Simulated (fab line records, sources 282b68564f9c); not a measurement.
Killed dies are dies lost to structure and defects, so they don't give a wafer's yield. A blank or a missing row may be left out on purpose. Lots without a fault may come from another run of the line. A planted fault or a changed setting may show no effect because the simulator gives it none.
Which tool did it? | flow rit_cmos | 14 lots, 42 wafers sampled, at 2 steps of a route of 202

WHAT THE GAUGES READ, wafer by wafer
The record holds no reading of a measuring or inspecting step that can be judged against a usual standard deviation.

WHICH TOOL RAN EACH LOT (tool, then ch and the chambers of the sampled wafers, then the start)
lot  | RIT_NWELL_COAT_01                | RIT_M1_PROBE_99
L858 | litho_track-04 ch 0, day 1 22:06 | -
L860 | litho_track-02 ch 0, day 2 06:08 | -
L862 | litho_track-04 ch 0, day 2 19:04 | -
L863 | litho_track-03 ch 0, day 2 22:44 | -
L864 | litho_track-03 ch 0, day 3 04:44 | -
L865 | litho_track-04 ch 0, day 3 08:12 | prober-01, day 4 23:46
L866 | litho_track-04 ch 0, day 3 13:14 | -
L867 | litho_track-04 ch 0, day 3 18:02 | -
L872 | litho_track-04 ch 0, day 5 00:47 | -
L875 | litho_track-04 ch 0, day 5 12:13 | -
L878 | litho_track-03 ch 0, day 6 02:49 | -
L879 | litho_track-02 ch 0, day 6 06:16 | -
L880 | litho_track-02 ch 0, day 6 11:05 | -
L881 | litho_track-02 ch 0, day 6 17:37 | -
- RIT_NWELL_COAT_01: resist thk 1300 nm.
- RIT_M1_PROBE_99

WHAT THE TOOLS THEMSELVES READ (means of the sampled wafers that have a number; where no wafer has one, the mark that the record gives instead)
RIT_NWELL_COAT_01. Usual: spin_speed_rpm 2000.0 rpm, standard deviation 1.2.
lot  | tool           | spin_speed_rpm (rpm) | flag
L858 | litho_track-04 | 1998.7               |
L860 | litho_track-02 | 2001.5               |
L862 | litho_track-04 | 1999.1               |
L863 | litho_track-03 | 1999.3               |
L864 | litho_track-03 | 1998.2               |
L865 | litho_track-04 | 2000.9               |
L866 | litho_track-04 | 1999.5               |
L867 | litho_track-04 | 2000.7               |
L872 | litho_track-04 | 1921.3               | OFF
L875 | litho_track-04 | 1921.0               | OFF
L878 | litho_track-03 | 1999.5               |
L879 | litho_track-02 | 1999.8               |
L880 | litho_track-02 | 1999.3               |
L881 | litho_track-02 | 1998.0               |

RIT_M1_PROBE_99. Usual: killed_at_M0_to_M3 0.0, standard deviation 0.25; killed_at_contacts 0.0, standard deviation 0.18; killed_at_front_end 7, standard deviation 3.4; killed_dies 7, standard deviation 3.4; killed_open 3.7, standard deviation 2.2; killed_short 3.6, standard deviation 2.2.
lot  | tool      | killed_at_M0_to_M3 | killed_at_contacts | killed_at_front_end | killed_dies | killed_open | killed_short | flag
L865 | prober-01 | 0.0                | 0.0                | 9                   | 9           | 6.3         | 3.0          |

THE ANSWER, worked out from the rows above alone
Rule: a lot is off if the mean of its wafers that have a number lies more than 3 standard deviations from the usual mean. A lot without any number at a reading at which 4 lots or more have one is off too. The other lots that the step has rows for count as sound. The gauges are gone through in route order, then the tools' own readings, and for those a lot's mean is taken as printed above. The first step at which some lot is off is used, and at that step the reading that is off furthest; a lot without a number counts as furthest.
Off: L872, L875, at RIT_NWELL_COAT_01 (spin_speed_rpm).
A tool fits if, at that step or a process step before it, it ran every lot that is off, and no sound lot after the first of them. One fits: litho_track-04 at RIT_NWELL_COAT_01. Its last sound lot is L867 (day 3 18:02), its first lot that is off L872 (day 5 00:47): a fault that began between those two fits.
The tool's own readings at RIT_NWELL_COAT_01 bear it out: on the lots that are off they differ by more than 5 times the standard deviation of the sound lots' means. spin_speed_rpm reads 1921.2 rpm there against 1999.5 rpm on the sound lots.

WHAT THE SIMULATOR HAD PUT IN
Process parameter drift: litho_track-04, from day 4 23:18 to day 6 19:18, at RIT_NWELL_COAT_01. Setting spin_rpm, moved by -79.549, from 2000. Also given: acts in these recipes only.
Lots struck among those shown: L872, L875. The rule above found the same.
